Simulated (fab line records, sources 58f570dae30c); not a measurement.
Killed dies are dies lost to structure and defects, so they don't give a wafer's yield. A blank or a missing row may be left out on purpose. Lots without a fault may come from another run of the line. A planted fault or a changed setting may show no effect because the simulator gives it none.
Which tool did it? | flow berkeley_cmos170 | 15 lots, 45 wafers sampled, at 3 steps of a route of 331

WHAT THE GAUGES READ, wafer by wafer
UCB170_M3_CD_MEAS_90: target cd 700 nm. Usual: cd_nm 700 nm, standard deviation 5.8.
lot  | measured     | on        | cd_nm (nm)  | flag
L204 | day 7 14:34  | cd_sem-01 | 705 704 706 |
L205 | day 8 17:21  | cd_sem-01 | 702 697 704 |
L208 | day 9 09:41  | cd_sem-02 | - - -       | OFF
L210 | day 9 09:43  | cd_sem-01 | - - -       | OFF
L209 | day 9 10:00  | cd_sem-01 | - - -       | OFF
L219 | day 11 01:37 | cd_sem-02 | 709 708 690 |
L216 | day 11 01:55 | cd_sem-02 | 702 703 698 |
L217 | day 11 02:10 | cd_sem-01 | 700 705 702 |
L220 | day 11 02:20 | cd_sem-01 | 710 708 692 |
L218 | day 11 17:01 | cd_sem-01 | 690 703 703 |
L223 | day 12 00:46 | cd_sem-01 | 707 703 696 |
L224 | day 12 01:56 | cd_sem-01 | 699 696 699 |
L227 | day 12 20:41 | cd_sem-02 | 693 697 699 |
L225 | day 12 22:01 | cd_sem-01 | 702 700 705 |
L226 | day 12 22:10 | cd_sem-01 | 701 692 693 |

WHICH TOOL RAN EACH LOT (tool, then ch and the chambers of the sampled wafers, then the start)
lot  | UCB170_M3_METAL_ETCH_18           | UCB170_M3_STRIP_19
L204 | rie_metal-02 ch 0,1, day 7 14:17  | plasma_asher-04 ch 0, day 7 14:28
L205 | rie_metal-02 ch 0,1, day 8 17:04  | plasma_asher-04 ch 0,1, day 8 17:15
L208 | rie_metal-01 ch 0, day 9 09:20    | plasma_asher-01 ch 0,1, day 9 09:33
L210 | rie_metal-02 ch 0,1, day 9 09:25  | plasma_asher-04 ch 0,1, day 9 09:37
L209 | rie_metal-03 ch 0,1, day 9 09:44  | plasma_asher-01 ch 0,1, day 9 09:53
L219 | rie_metal-01 ch 0,1, day 11 01:20 | plasma_asher-04 ch 0,1, day 11 01:31
L216 | rie_metal-02 ch 0,1, day 11 01:36 | plasma_asher-01 ch 0,1, day 11 01:47
L217 | rie_metal-03 ch 0,1, day 11 01:52 | plasma_asher-02 ch 0,1, day 11 02:04
L220 | rie_metal-01 ch 0,1, day 11 02:04 | plasma_asher-04 ch 0,1, day 11 02:14
L218 | rie_metal-01 ch 0,1, day 11 16:44 | plasma_asher-02 ch 0,1, day 11 16:55
L223 | rie_metal-02 ch 0,1, day 12 00:28 | plasma_asher-04 ch 0,1, day 12 00:40
L224 | rie_metal-03 ch 1, day 12 01:39   | plasma_asher-02 ch 0,1, day 12 01:50
L227 | rie_metal-03 ch 0,1, day 12 20:22 | plasma_asher-01 ch 1, day 12 20:34
L225 | rie_metal-02 ch 0,1, day 12 21:43 | plasma_asher-04 ch 0,1, day 12 21:54
L226 | rie_metal-03 ch 0,1, day 12 21:54 | plasma_asher-04 ch 0,1, day 12 22:04
- UCB170_M3_METAL_ETCH_18: etches Al in Cl2/BCl3, stops on SiO2, target depth 1170 nm, time 195 s.
- UCB170_M3_STRIP_19: strips in O2.

WHAT THE TOOLS THEMSELVES READ (means of the sampled wafers that have a number; where no wafer has one, the mark that the record gives instead)
UCB170_M3_METAL_ETCH_18. Usual: bcl3_flow_sccm 44.99 sccm, standard deviation 0.14; bias_w 120.0 W, standard deviation 0.33; drypump_motor_current_A 6.0 A, standard deviation 0.32; oes_product_au 0.855 a.u., standard deviation 0.011; throttle_valve_pct 24.3 %, standard deviation 0.35.
lot  | tool         | bcl3_flow_sccm (sccm) | bias_w (W) | drypump_motor_current_A (A) | oes_product_au (a.u.) | throttle_valve_pct (%) | flag
L204 | rie_metal-02 | 45.14                 | 119.7      | 5.9                         | 0.865                 | 24.6                   |
L205 | rie_metal-02 | 45.01                 | 120.0      | 6.0                         | 0.846                 | 24.3                   |
L208 | rie_metal-01 | -                     | -          | -                           | -                     | -                      | OFF
L210 | rie_metal-02 | -                     | -          | -                           | -                     | -                      | OFF
L209 | rie_metal-03 | -                     | -          | -                           | -                     | -                      | OFF
L219 | rie_metal-01 | 45.11                 | 120.0      | 6.0                         | 0.855                 | 24.0                   |
L216 | rie_metal-02 | 45.04                 | 120.1      | 5.9                         | 0.854                 | 24.6                   |
L217 | rie_metal-03 | 44.91                 | 119.3      | 5.8                         | 0.868                 | 24.5                   |
L220 | rie_metal-01 | 44.90                 | 120.3      | 6.0                         | 0.851                 | 24.0                   |
L218 | rie_metal-01 | 44.86                 | 120.2      | 6.0                         | 0.844                 | 24.0                   |
L223 | rie_metal-02 | 44.90                 | 120.0      | 6.0                         | 0.864                 | 24.3                   |
L224 | rie_metal-03 | 44.90                 | 120.3      | 5.4                         | 0.850                 | 24.5                   |
L227 | rie_metal-03 | 44.83                 | 119.8      | 6.1                         | 0.861                 | 24.5                   |
L225 | rie_metal-02 | 45.15                 | 119.8      | 6.0                         | 0.858                 | 24.3                   |
L226 | rie_metal-03 | 45.12                 | 120.0      | 6.1                         | 0.864                 | 24.5                   |

UCB170_M3_STRIP_19. Usual: drypump_motor_current_A 5.7 A, standard deviation 0.38; oes_product_au 0.548 a.u., standard deviation 0.022.
lot  | tool            | drypump_motor_current_A (A) | oes_product_au (a.u.) | flag
L204 | plasma_asher-04 | 5.3                         | 0.570                 |
L205 | plasma_asher-04 | 5.7                         | 0.561                 |
L208 | plasma_asher-01 | 5.7                         | 0.722                 | OFF
L210 | plasma_asher-04 | 5.7                         | 0.728                 | OFF
L209 | plasma_asher-01 | 5.7                         | 0.731                 | OFF
L219 | plasma_asher-04 | 5.5                         | 0.549                 |
L216 | plasma_asher-01 | 5.5                         | 0.551                 |
L217 | plasma_asher-02 | 6.1                         | 0.542                 |
L220 | plasma_asher-04 | 5.5                         | 0.546                 |
L218 | plasma_asher-02 | 5.9                         | 0.549                 |
L223 | plasma_asher-04 | 5.5                         | 0.553                 |
L224 | plasma_asher-02 | 6.1                         | 0.529                 |
L227 | plasma_asher-01 | 5.2                         | 0.532                 |
L225 | plasma_asher-04 | 5.5                         | 0.546                 |
L226 | plasma_asher-04 | 5.7                         | 0.525                 |

THE ANSWER, worked out from the rows above alone
Rule: a lot is off if the mean of its wafers that have a number lies more than 3 standard deviations from the usual mean. A lot without any number at a reading at which 4 lots or more have one is off too. The other lots that the step has rows for count as sound. The gauges are gone through in route order, then the tools' own readings, and for those a lot's mean is taken as printed above. The first step at which some lot is off is used, and at that step the reading that is off furthest; a lot without a number counts as furthest.
Off: L208, L210, L209, at UCB170_M3_CD_MEAS_90 (cd_nm). Without a number there: L208, L210, L209.
A tool fits if, at a process step before that reading, it ran every lot that is off, and no sound lot after the first of them. The gauges at UCB170_M3_CD_MEAS_90 aren't tried: what is off there is off at UCB170_M3_METAL_ETCH_18 too, on other tools, and a gauge's error can't cause that. None of those tried fits.

WHAT THE SIMULATOR HAD PUT IN
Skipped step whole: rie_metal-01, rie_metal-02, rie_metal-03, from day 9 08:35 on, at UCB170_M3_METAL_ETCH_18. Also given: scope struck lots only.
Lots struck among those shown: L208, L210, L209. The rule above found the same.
